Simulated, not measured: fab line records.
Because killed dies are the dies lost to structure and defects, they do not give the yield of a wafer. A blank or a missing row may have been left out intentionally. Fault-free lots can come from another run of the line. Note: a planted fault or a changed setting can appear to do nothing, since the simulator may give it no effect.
Problem report, 8D (eight disciplines) form, completed by code | flow rit cmos | the parts of the form that need people (team, actions taken, sign-off) are left out

## 1. WHAT WENT WRONG
Wafers free of any fault read 2366 (standard deviation 25) for PLDD_TW at RIT_PLDD_TW_MEAS_10, against a mean of 2132 on 6 wafers of 2 lots. Measured from the usual mean, that is -9.3 standard deviations.
First observed at day 6 02:49: wafer L129.1, on film metro-01. Wafers with a number at this step in the record: 42, from 14 lots. By rule, "out" or "out of limits" means more than 4 standard deviations away from the usual mean. Any other wafer with a number is counted as sound.

## 2. WHAT IT IS, AND WHAT IT ISN'T
question                    | is                           | is not
which readings at this step | PLDD_TW                      | -
which lots                  | L129, L130                   | L115, L116, L117, L118, L120, L121, L122, L124, L125, L135, L136, L138
which wafers of those lots  | all that have a number       | -
read on which gauges        | film metro-01, film metro-02 | film metro-03
when                        | from day 6 02:49             | up to then (27 sound wafers); but 9 sound wafers of L135, L136, L138 came after

## 3. WHAT RULES OUT EACH SUSPECT
Counting: a tool at a process step up to the reading stays a suspect if it ran every lot that is out and no sound lot after the first of them.
- the gauge at RIT_PLDD_TW_MEAS_10 has been ruled out. Those wafers that are out were read across 2 gauges (film metro-01, film metro-02).
- implanter-04 at RIT_PLDD_IMPLANT_08: kept. It processed each lot that is out, first L129 at day 6 02:29, and no sound lot thereafter; up to then, the last sound lot it processed was L117 at day 3 09:36. Out on those wafers are its own readings of beam energy keV.
After counting, what remains is implanter-04 at RIT_PLDD_IMPLANT_08.

## 4. THE CAUSE (what the simulator had put in)
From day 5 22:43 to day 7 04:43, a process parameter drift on implanter-04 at RIT_PLDD_IMPLANT_08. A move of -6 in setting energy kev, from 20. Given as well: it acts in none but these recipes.
The count eliminated every tool but this one.

## 5. THE CHAIN OF EFFECTS, in route order
Rows list readings where the struck wafers' mean (over those with a number) sits beyond 3 standard deviations from the usual. Only readings whose record carries a usual standard deviation are examined. hours: median over the lots of the time between each lot's start at the first step of this table that gives one and its start at this step. sigmas: the change, counted in usual standard deviations.
hours | step                    | reading         | usual        | on struck wafers | change | sigmas
0     | RIT_PLDD_IMPLANT_08     | beam energy keV | 19.999       | 13.997           | -6.002 | -99 or more
0     | RIT_PLDD_TW_MEAS_10     | PLDD_TW         | 2366         | 2132             | -234   | -9.3
7     | RIT_SDANNEAL_RS_MEAS_06 | PLDD_RS         | 178.4 ohm/sq | 203.2            | +24.8  | +55
Its process steps:
- RIT_PLDD_IMPLANT_08
Later measuring or inspecting steps at which every struck wafer that the step has a row for has a number for every such reading, and none has moved that far: RIT_M1_OVL_MEAS_10.

## 6. HOW IT WOULD HAVE BEEN CAUGHT EARLIER
The first out-of-limits reading at a measuring or inspecting step in this record came at day 6 02:49, 4 hours after the fault's start at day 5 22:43.
Tool's own readings at RIT_PLDD_IMPLANT_08, beam energy keV: out on all struck wafers the step has rows for; an alarm limit on them would have tripped on the first.
Among the 2 lots that are out, L130 began RIT_PLDD_IMPLANT_08 on implanter-04 after day 6 02:49. Had the tool been put on hold then, it would have been spared.
